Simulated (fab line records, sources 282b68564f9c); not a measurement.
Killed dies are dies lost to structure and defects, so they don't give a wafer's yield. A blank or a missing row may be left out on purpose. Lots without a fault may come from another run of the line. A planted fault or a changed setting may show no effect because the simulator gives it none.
fab line records | flow rit_cmos
record lots=6 wafers=18 last_day=7
route steps=202 shown NLDD@110 PLDD@114 SPACER@125 NSD@131 PSD@142 M1@202
lots that met no fault: from a run of the same line without faults
start_h: hours from the record's first day to the start of the lot's first wafer shown | wait_h: hours since the lot's step before | " the same as in the row above | L1.1+2: a row that stands for several wafers | - no value, or no start given | * or withheld: withheld | < > ~ a bound
route shown NAME@n: a module of which the file shows steps, and the number in the route of the first | usual: mean/standard deviation of fault-free wafers | same: alike in all rows | chamber/n: place in a boat | sites: the reading at each site | _std_site: their standard deviation | _edge_site: outer sites' mean less inner sites' | radius_mm: how far each site lies from the wafer's centre | mask NAME#n: copy n | behind: the tool/chamber that last shaped the wafer | hold: why the lot was held/for how many hours/how that ended | device: the transistor (n, p or np) that didn't switch | end of line: the same wafers' tests at the end of the route | a step without rows: its recipe alone | killed: dies lost to structure and defects at the first sort, not the wafer's yield | map: a wafer's dies, x killed, . not, _ none there
set.NAME: the setting as run; set.NAME@STEP: as run at that earlier step | model.NAME: the simulator's own value behind a step, which no gauge read
lots at some steps of the route; a table a step, a row a wafer
services: from which hour (start_h, from the record's first day; less than 0 if before it) a tool's chamber was out of use, for how many hours, and why
## steps
# step RIT_NLDD_HARDBAKE_07
# recipe resist=NOVOLAK temp_c=140 time_s=60
# step RIT_NLDD_IMPLANT_08
# recipe species=P energy_kev=20 dose_cm2=5e+14 tilt_deg=7
# step RIT_NLDD_STRIP_09
# recipe chemistry=O2 time_s=180 resist=NOVOLAK platen_temp_c=withheld power_w=500 pressure_mtorr=4000 o2_flow_sccm=4000
# usual drypump_motor_current_A=5.4/0.45 rf_refl_power_W=6.5/0.87
# columns lot.wafer tool chamber start_h wait_h drypump_motor_current_A rf_hours_counter_h rf_refl_power_W
L231.2 plasma_asher-03 1 82.51 0.1 4.7 42 6.3
L231.3 " 1 " " 4.7 - 5.5
L231.6 " 0 " " 5.7 - 6.6
L233.1 plasma_asher-03 1 91.11 0.1 4.7 42 6.2
L233.2 " 0 " " 5.7 42 6.4
L233.3 " 1 " " 4.7 - 6.3
L235.2 plasma_asher-01 1 109.27 0.1 5.7 26 6.6
L235.5 " 0 " " 6.0 - 8.8
L235.6 " 1 " " 5.7 - 6.4
L246.3 plasma_asher-01 0 141.49 0.1 6.0 - 8.6
L246.4 " 1 " " 5.7 - 6.4
L246.6 " 0 " " 5.9 - 8.6
L248.2 plasma_asher-03 1 149.16 0.1 4.7 4 5.9
L248.4 " 1 " " 4.7 - 5.7
L248.6 " 0 " " 5.7 - 6.6
L249.2 plasma_asher-01 1 151.47 0.1 5.7 33 6.1
L249.4 " 0 " " 6.0 - 8.7
L249.6 " 1 " " 5.7 - 5.5
# step RIT_NLDD_TW_MEAS_10
# usual NLDD_TW=2502/27
# columns lot.wafer tool chamber start_h wait_h NLDD_TW
L231.2 film_metro-01 - 82.70 0.1 2473
L231.3 " - " " 2451
L231.6 " - " " 2461
L233.1 film_metro-01 - 91.28 0.1 2455
L233.2 " - " " 2465
L233.3 " - " " 2463
L235.2 film_metro-01 - 109.45 0.1 2462
L235.5 " - " " 2465
L235.6 " - " " 2457
L246.3 film_metro-03 - 141.63 0.1 2508
L246.4 " - " " 2520
L246.6 " - " " 2509
L248.2 film_metro-02 - 149.35 0.1 2522
L248.4 " - " " 2508
L248.6 " - " " 2501
L249.2 film_metro-03 - 151.65 0.1 2480
L249.4 " - " " 2471
L249.6 " - " " 2482
# step RIT_PLDD_HMDS_00
# recipe prime_time_s=60 prime_temp_c=140
# step RIT_PLDD_COAT_01
# recipe resist=NOVOLAK spin_rpm=3250 resist_thk_nm=1000
# step RIT_PLDD_SOFTBAKE_02
# recipe resist=NOVOLAK temp_c=90 time_s=60
# step RIT_PLDD_EXPOSE_03
# recipe mask_id=M8 na=0.57 target_cd_nm=40900 dose_mj=250
# step RIT_PLDD_PEB_04
# recipe resist=NOVOLAK temp_c=withheld time_s=withheld
# step RIT_PLDD_DEVELOP_05
# recipe resist=NOVOLAK develop_time_s=50 dev_temp_c=23
# step RIT_PLDD_OVL_MEAS_06
# usual PLDD_OVL=0.8/1.4
# columns lot.wafer tool chamber start_h wait_h PLDD_OVL[nm]
L231.2 overlay-02 - 83.87 - -1.0
L231.3 " - " " -1.2
L231.6 " - " " -1.8
L233.1 overlay-02 - 92.32 - 4.2
L233.2 " - " " 2.6
L233.3 " - " " 1.5
L235.2 overlay-01 - 110.52 - 0.8
L235.5 " - " " 0.7
L235.6 " - " " 0.6
L246.3 overlay-01 - 142.74 - 2.4
L246.4 " - " " 0.1
L246.6 " - " " 2.7
L248.2 overlay-01 - 150.36 - 0.4
L248.4 " - " " -0.1
L248.6 " - " " 0.1
L249.2 overlay-01 - 152.56 - -1.5
L249.4 " - " " 1.2
L249.6 " - " " -0.7
# step RIT_PLDD_HARDBAKE_07
# recipe resist=NOVOLAK temp_c=140 time_s=60
# step RIT_PLDD_IMPLANT_08
# recipe species=BF2 energy_kev=20 dose_cm2=9e+14 tilt_deg=7
# usual dose_ions_cm2=9.001e+14/9e+11 faraday_current_uA=2828/57 tilt_deg=7.000/0.02
# same implant_ion_amu=49
# columns lot.wafer tool chamber start_h wait_h dose_ions_cm2 faraday_current_uA tilt_deg
L231.2 implanter-02 0 84.18 0.1 9.018e+14 2714 6.964
L231.3 " 0 " " 9.01e+14 2854 6.988
L231.6 " 0 " " 9.004e+14 2854 6.994
L233.1 implanter-02 0 92.50 0.1 8.998e+14 2832 7.017
L233.2 " 0 " " 8.997e+14 2758 7.024
L233.3 " 0 " " 8.998e+14 2870 6.983
L235.2 implanter-03 0 110.72 0.1 9.006e+14 2750 7.066
L235.5 " 0 " " 8.993e+14 2839 7.019
L235.6 " 0 " " 9.017e+14 2932 7.030
L246.3 implanter-02 0 142.97 0.1 1.0241e+15 3201 7.013
L246.4 " 0 " " 1.0245e+15 3124 7.007
L246.6 " 0 " " 1.0245e+15 3224 7.036
L248.2 implanter-02 0 150.57 0.1 1.0255e+15 3037 6.975
L248.4 " 0 " " 1.025e+15 3232 6.969
L248.6 " 0 " " 1.0244e+15 3154 6.988
L249.2 implanter-01 0 152.76 0.1 9.002e+14 2739 7.006
L249.4 " 0 " " 8.997e+14 2824 6.985
L249.6 " 0 " " 8.98e+14 2826 7.008
# step RIT_PLDD_STRIP_09
# recipe chemistry=O2 time_s=180 resist=NOVOLAK platen_temp_c=withheld power_w=500 pressure_mtorr=4000 o2_flow_sccm=4000
# usual drypump_motor_current_A=5.5/0.54 rf_refl_power_W=6.2/0.3
# columns lot.wafer tool chamber start_h wait_h drypump_motor_current_A rf_hours_counter_h rf_refl_power_W
L231.2 plasma_asher-03 0 84.30 0.1 5.7 42 6.5
L231.3 " 0 " " 5.7 - 6.4
L231.6 " 0 " " 5.7 - 6.5
L233.1 plasma_asher-02 0 92.65 0.1 5.7 44 6.5
L233.2 " 1 " " 6.4 44 6.3
L233.3 " 0 " " 5.7 - 6.4
L235.2 plasma_asher-04 1 110.85 0.1 4.9 49 6.1
L235.5 " 0 " " 5.5 - 6.2
L235.6 " 1 " " 4.9 - 6.4
L246.3 plasma_asher-04 0 143.13 0.1 5.5 - 6.0
L246.4 " 1 " " 4.9 - 6.4
L246.6 " 1 " " 4.9 - 6.3
L248.2 plasma_asher-03 1 150.69 0.1 4.7 5 5.6
L248.4 " 0 " " 5.7 - 6.6
L248.6 " 0 " " 5.7 - 6.5
L249.2 plasma_asher-04 1 152.89 0.1 4.9 55 6.3
L249.4 " 0 " " 5.5 - 5.7
L249.6 " 1 " " 4.9 - 6.1
# step RIT_PLDD_TW_MEAS_10
# usual PLDD_TW=2342/24
# columns lot.wafer tool chamber start_h wait_h PLDD_TW
L231.2 film_metro-02 - 84.49 0.1 2374
L231.3 " - " " 2371
L231.6 " - " " 2379
L233.1 film_metro-01 - 92.83 0.1 2309
L233.2 " - " " 2328
L233.3 " - " " 2323
L235.2 film_metro-01 - 111.03 0.1 2327
L235.5 " - " " 2314
L235.6 " - " " 2332
L246.3 film_metro-01 - 143.26 0.1 2391
L246.4 " - " " 2400
L246.6 " - " " 2414
L248.2 film_metro-01 - 150.88 0.1 2405
L248.4 " - " " 2395
L248.6 " - " " 2399
L249.2 film_metro-03 - 153.07 0.1 2337
L249.4 " - " " 2348
L249.6 " - " " 2358
# step RIT_SPACER_CLEAN_00
# recipe chemistry=SC1 mix=3:3:50 time_s=600 temp_c=75
# step RIT_SPACER_CLEAN_01
# recipe chemistry=dHF dilution=50:1 time_s=30
# step RIT_SPACER_CLEAN_02
# recipe chemistry=SC2 mix=3:3:50 time_s=600 temp_c=75 dry=n2_spin
# step RIT_SPACER_CVD_03
# recipe material=Si3N4 target_thk_nm=250 temp_c=810 precursor=SiH2Cl2/NH3 time_s=3300 pressure_mtorr=300 sih2cl2_flow_sccm=60 nh3_flow_sccm=150
# step RIT_SPACER_THK_MEAS_04
# recipe reads=Si3N4_of_SPACER_CVD_03
# usual SPACER_NITRIDE_THK=250.5/2.9
# columns lot.wafer tool chamber start_h wait_h SPACER_NITRIDE_THK[nm]
L231.2 film_metro-04 - 86.85 0.0 251.3
L231.3 " - " " 251.8
L231.6 " - " " 253.0
L233.1 film_metro-04 - 95.17 0.0 250.3
L233.2 " - " " 250.2
L233.3 " - " " 250.4
L235.2 film_metro-01 - 113.39 0.0 253.9
L235.5 " - " " 254.5
L235.6 " - " " 253.0
L246.3 film_metro-01 - 147.16 0.0 252.5
L246.4 " - " " 253.0
L246.6 " - " " 251.2
L248.2 film_metro-04 - 153.22 0.0 250.0
L248.4 " - " " 249.4
L248.6 " - " " 250.2
L249.2 film_metro-04 - 155.43 0.0 245.5
L249.4 " - " " 244.5
L249.6 " - " " 244.0
# step RIT_SPACER_ETCHBACK_05
# recipe target_depth_a=2500 SF6_flow_sccm=30 CHF3_flow_sccm=30 target=Si3N4 chemistry=SF6/CHF3 pressure_mtorr=40 rf_w=250 time_s=240 stop_on=SiO2
# usual drypump_motor_current_A=5.6/0.5 oes_product_au=0.835/0.012 throttle_valve_pct=10.34/0.15
# columns lot.wafer tool chamber start_h wait_h drypump_motor_current_A oes_product_au rf_hours_counter_h throttle_valve_pct
L231.2 rie_diel-04 2 86.90 0.0 6.0 0.840 92 10.37
L231.3 " 3 " " 5.8 0.824 127 10.37
L231.6 " 3 " " 5.8 0.833 - 10.41
L233.1 rie_diel-01 1 95.23 0.1 4.9 0.823 25 10.29
L233.2 " 2 " " 6.4 0.840 6 10.37
L233.3 " 0 " " 5.7 0.843 28 10.05
L235.2 rie_diel-01 0 113.44 0.0 5.7 0.852 29 10.06
L235.5 " 1 " " 4.9 0.829 - 10.28
L235.6 " 0 " " 5.7 0.851 - 10.08
L246.3 rie_diel-03 0 147.20 0.0 5.2 0.846 92 10.28
L246.4 " 3 " " 4.7 0.825 - 10.15
L246.6 " 0 " " 5.1 0.849 - 10.28
L248.2 rie_diel-04 0 153.27 0.0 6.3 0.846 4 10.61
L248.4 " 3 " " 5.8 0.821 129 10.38
L248.6 " 3 " " 5.8 0.826 - 10.39
L249.2 rie_diel-03 1 155.48 0.0 5.6 0.829 101 10.52
L249.4 " 0 " " 5.1 0.817 93 10.29
L249.6 " 3 " " 4.7 0.810 - 10.16
# step RIT_NSD_HMDS_00
# recipe prime_time_s=60 prime_temp_c=140
# step RIT_NSD_COAT_01
# recipe resist=NOVOLAK spin_rpm=3250 resist_thk_nm=1000
# step RIT_NSD_SOFTBAKE_02
# recipe resist=NOVOLAK temp_c=90 time_s=60
# step RIT_NSD_EXPOSE_03
# recipe mask_id=M9 na=0.57 target_cd_nm=40700 dose_mj=250
# step RIT_NSD_PEB_04
# recipe resist=NOVOLAK temp_c=withheld time_s=withheld
# step RIT_NSD_DEVELOP_05
# recipe resist=NOVOLAK develop_time_s=50 dev_temp_c=23
# step RIT_NSD_OVL_MEAS_06
# usual NSD_OVL=-1.0/1.4
# columns lot.wafer tool chamber start_h wait_h NSD_OVL[nm]
L231.2 overlay-02 - 88.03 - 0.2
L231.3 " - " " -0.5
L231.6 " - " " -1.0
L233.1 overlay-02 - 96.58 - 0.3
L233.2 " - " " -1.0
L233.3 " - " " -0.4
L235.2 overlay-02 - 114.70 - 0.8
L235.5 " - " " 0.1
L235.6 " - " " -1.0
L246.3 overlay-02 - 148.48 - -0.3
L246.4 " - " " -2.7
L246.6 " - " " 0.3
L248.2 overlay-02 - 154.28 - -0.9
L248.4 " - " " 0.2
L248.6 " - " " -0.5
L249.2 overlay-02 - 156.69 - -0.8
L249.4 " - " " -0.4
L249.6 " - " " -1.1
# step RIT_NSD_HARDBAKE_07
# recipe resist=NOVOLAK temp_c=140 time_s=60
# step RIT_NSD_IMPLANT_08
# recipe species=P energy_kev=25 dose_cm2=1e+15 tilt_deg=7
# step RIT_NSD_STRIP_09
# recipe chemistry=O2 time_s=180 resist=NOVOLAK platen_temp_c=withheld power_w=500 pressure_mtorr=4000 o2_flow_sccm=4000
# usual drypump_motor_current_A=5.8/0.46 rf_refl_power_W=6.8/1
# columns lot.wafer tool chamber start_h wait_h drypump_motor_current_A rf_hours_counter_h rf_refl_power_W
L231.2 plasma_asher-03 1 88.36 0.1 4.7 42 5.9
L231.3 " 1 " " 4.7 - 5.4
L231.6 " 0 " " 5.7 - 6.5
L233.1 plasma_asher-01 1 97.00 0.1 5.7 25 6.2
L233.2 " 0 " " 5.9 25 9.2
L233.3 " 1 " " 5.7 - 6.1
L235.2 plasma_asher-01 1 115.12 0.1 5.7 27 6.4
L235.5 " 1 " " 5.7 - 6.2
L235.6 " 0 " " 6.0 - 8.7
L246.3 plasma_asher-02 0 148.86 0.1 5.7 - 6.5
L246.4 " 1 " " 6.4 - 6.2
L246.6 " 1 " " 6.4 - 6.1
L248.2 plasma_asher-01 1 154.61 0.1 5.7 33 6.3
L248.4 " 0 " " 6.0 - 8.6
L248.6 " 0 " " 6.0 - 8.9
L249.2 plasma_asher-01 1 157.02 0.1 5.7 34 6.5
L249.4 " 1 " " 5.7 - 6.4
L249.6 " 1 " " 5.7 - 6.0
# step RIT_NSD_TW_MEAS_10
# usual NSD_TW=3129/33
# columns lot.wafer tool chamber start_h wait_h NSD_TW
L231.2 film_metro-02 - 88.55 0.1 3139
L231.3 " - " " 3158
L231.6 " - " " 3179
L233.1 film_metro-01 - 97.18 0.1 3083
L233.2 " - " " 3085
L233.3 " - " " 3085
L235.2 film_metro-03 - 115.30 0.1 3141
L235.5 " - " " 3138
L235.6 " - " " 3143
L246.3 film_metro-02 - 149.00 0.1 3148
L246.4 " - " " 3152
L246.6 " - " " 3140
L248.2 film_metro-01 - 154.79 0.1 3087
L248.4 " - " " 3082
L248.6 " - " " 3091
L249.2 film_metro-01 - 157.21 0.1 3064
L249.4 " - " " 3075
L249.6 " - " " 3071
# step RIT_PSD_HMDS_00
# recipe prime_time_s=60 prime_temp_c=140
# step RIT_PSD_COAT_01
# recipe resist=NOVOLAK spin_rpm=3250 resist_thk_nm=1000
# step RIT_PSD_SOFTBAKE_02
# recipe resist=NOVOLAK temp_c=90 time_s=60
# step RIT_PSD_EXPOSE_03
# recipe mask_id=M10 na=0.57 target_cd_nm=40900 dose_mj=250
# step RIT_PSD_PEB_04
# recipe resist=NOVOLAK temp_c=withheld time_s=withheld
# step RIT_PSD_DEVELOP_05
# recipe resist=NOVOLAK develop_time_s=50 dev_temp_c=23
# step RIT_PSD_OVL_MEAS_06
# usual PSD_OVL=-1.1/1.4
# columns lot.wafer tool chamber start_h wait_h PSD_OVL[nm]
L231.2 overlay-01 - 89.58 - -1.6
L231.3 " - " " -0.1
L231.6 " - " " -2.6
L233.1 overlay-01 - 98.23 - -2.3
L233.2 " - " " -0.5
L233.3 " - " " -2.9
L235.2 overlay-01 - 116.81 - -2.4
L235.5 " - " " -1.6
L235.6 " - " " -0.5
L246.3 overlay-01 - 150.03 - -4.8
L246.4 " - " " -3.5
L246.6 " - " " -3.0
L248.2 overlay-02 - 155.70 - -3.2
L248.4 " - " " -2.8
L248.6 " - " " -2.5
L249.2 overlay-02 - 158.11 - -1.6
L249.4 " - " " -2.4
L249.6 " - " " -0.2
# step RIT_PSD_HARDBAKE_07
# recipe resist=NOVOLAK temp_c=140 time_s=60
# step RIT_PSD_IMPLANT_08
# recipe species=BF2 energy_kev=27 dose_cm2=5e+15 tilt_deg=7
# step RIT_PSD_STRIP_09
# recipe chemistry=O2 time_s=180 resist=NOVOLAK platen_temp_c=withheld power_w=500 pressure_mtorr=4000 o2_flow_sccm=4000
# usual drypump_motor_current_A=5.7/0.49 rf_refl_power_W=6.5/0.83
# columns lot.wafer tool chamber start_h wait_h drypump_motor_current_A rf_hours_counter_h rf_refl_power_W
L231.2 plasma_asher-02 1 89.91 0.1 6.4 43 6.3
L231.3 " 1 " " 6.4 - 6.3
L231.6 " 1 " " 6.5 - 6.2
L233.1 plasma_asher-04 1 98.56 0.1 4.9 48 6.4
L233.2 " 0 " " 5.5 48 6.1
L233.3 " 1 " " 4.9 - 6.3
L235.2 plasma_asher-02 0 117.49 0.1 5.7 47 6.6
L235.5 " 1 " " 6.4 - 6.0
L235.6 " 0 " " 5.7 - 6.5
L246.3 plasma_asher-04 0 150.41 0.1 5.5 - 6.5
L246.4 " 1 " " 4.9 - 6.6
L246.6 " 1 " " 4.9 - 6.2
L248.2 plasma_asher-04 0 156.15 0.1 5.6 56 5.9
L248.4 " 0 " " 5.6 - 5.5
L248.6 " 0 " " 5.5 - 6.0
L249.2 plasma_asher-04 1 158.44 0.1 4.9 56 6.5
L249.4 " 0 " " 5.5 - 5.8
L249.6 " 0 " " 5.5 - 6.2
# step RIT_SDANNEAL_RS_MEAS_06
# recipe thk_meas_gauge=four-point-probe
# usual PLDD_RS=178.5/0.44
# columns lot.wafer tool chamber start_h wait_h PLDD_RS[ohm/sq]
L231.2 film_metro-03 - 90.84 0.1 177.9
L231.3 " - " " 177.3
L231.6 " - " " 178.2
L233.1 film_metro-03 - 99.50 0.1 178.7
L233.2 " - " " 179.6
L233.3 " - " " 179.1
L235.2 film_metro-03 - 118.41 0.1 178.7
L235.5 " - " " 178.1
L235.6 " - " " 178.6
L246.3 film_metro-02 - 151.29 0.1 169.3
L246.4 " - " " 168.9
L246.6 " - " " 169.3
L248.2 film_metro-03 - 157.10 0.1 169.2
L248.4 " - " " 168.2
L248.6 " - " " 168.2
L249.2 film_metro-01 - 159.36 0.1 178.5
L249.4 " - " " 177.7
L249.6 " - " " 177.8
# step RIT_M1_PROBE_99
# usual killed_at_contacts=0.1/0.23 killed_at_front_end=6.7/2.9 killed_dies=6.8/2.9 killed_open=3.5/2.1 killed_short=3.2/1.9
# same gross_dies=264 killed_at_M0_to_M3=0 killed_at_M4_up=0 killed_at_back_side=0 killed_at_other=0
# columns lot.wafer tool chamber start_h wait_h killed_at_contacts killed_at_front_end killed_dies killed_open killed_short
L246.3 prober-02 - 158.60 0.2 0 8 8 5 3
L246.4 prober-02 - 158.65 0.2 0 2 2 2 0
L246.6 prober-02 - 158.75 0.2 0 6 6 4 2
# killed by level:class
L246.3 SILICIDE:geometric_particle:open=3 FOX1:geometric_particle:open=2 ACTIVE:geometric_particle:short=1 GATE:geometric_particle:short=1 REOX:geometric_particle:short=1
L246.4 SILICIDE:geometric_particle:open=2
L246.6 SILICIDE:geometric_particle:open=2 FOX1:geometric_particle:open=1 GATE:geometric_particle:short=1 REOX:geometric_particle:open=1 SPACER:geometric_particle:short=1
## services
# columns tool chamber start_h hours kind
rie_diel-03 3 61.34 6.4 repair
plasma_asher-01 - 64.14 1.0 repair
implanter-03 - 69.62 2.3 repair
rie_diel-03 - 74.32 0.6 repair
implanter-01 - 86.81 2.6 repair
implanter-03 - 87.47 2.2 pm
plasma_asher-01 - 98.66 2.8 pm
rie_diel-03 2 105.74 6.5 repair
plasma_asher-03 - 108.88 9.0 pm
plasma_asher-03 0 108.88 9.0 vent_cycle
plasma_asher-03 1 108.88 9.0 vent_cycle
rie_diel-03 2 117.10 36.1 repair
plasma_asher-03 0 117.88 - clean
plasma_asher-03 1 117.88 - clean
implanter-02 - 119.67 2.7 repair
rie_diel-03 3 127.65 10.4 repair
rie_diel-04 1 137.29 - clean
rie_diel-04 1 137.29 15.5 scheduled_down
rie_diel-04 1 137.29 15.5 vent_cycle
rie_diel-04 2 139.74 10.5 repair
implanter-01 - 142.54 4.2 repair
## key
first_sign step=RIT_PLDD_IMPLANT_08 reading=dose_ions_cm2 direction=up sigmas=99+ usual=9.001e+14 struck=1.0247e+15
effect step=RIT_PLDD_IMPLANT_08 reading=faraday_current_uA direction=up sigmas=5.8 usual=2828 struck=3162
effect step=RIT_PLDD_TW_MEAS_10 reading=PLDD_TW direction=up sigmas=2.4 usual=2342 struck=2401
effect step=RIT_SDANNEAL_RS_MEAS_06 reading=PLDD_RS direction=down sigmas=22 usual=178.5 struck=168.8
met_at RIT_PLDD_IMPLANT_08
struck_wafers L246.3,L246.4,L246.6,L248.2,L248.4,L248.6
tester_left_out L246,L248
onset_between 92.50 142.97
fault kind=process_parameter_drift tool=implanter-02 chamber=- onset_h=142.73 steps=RIT_PLDD_IMPLANT_08 channel=dose_cm2 offset=1.2419e+14 shape=step end_h=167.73 acts_in=these_recipes_only stated=9e+14
# tester_left_out: of these lots the tester's yield and bins aren't shown, on N5 and GAA mostly nor the transistor test; their killed dies are dies lost to structure and defects alone, not to doping, threshold or leakage, so they don't give the yield
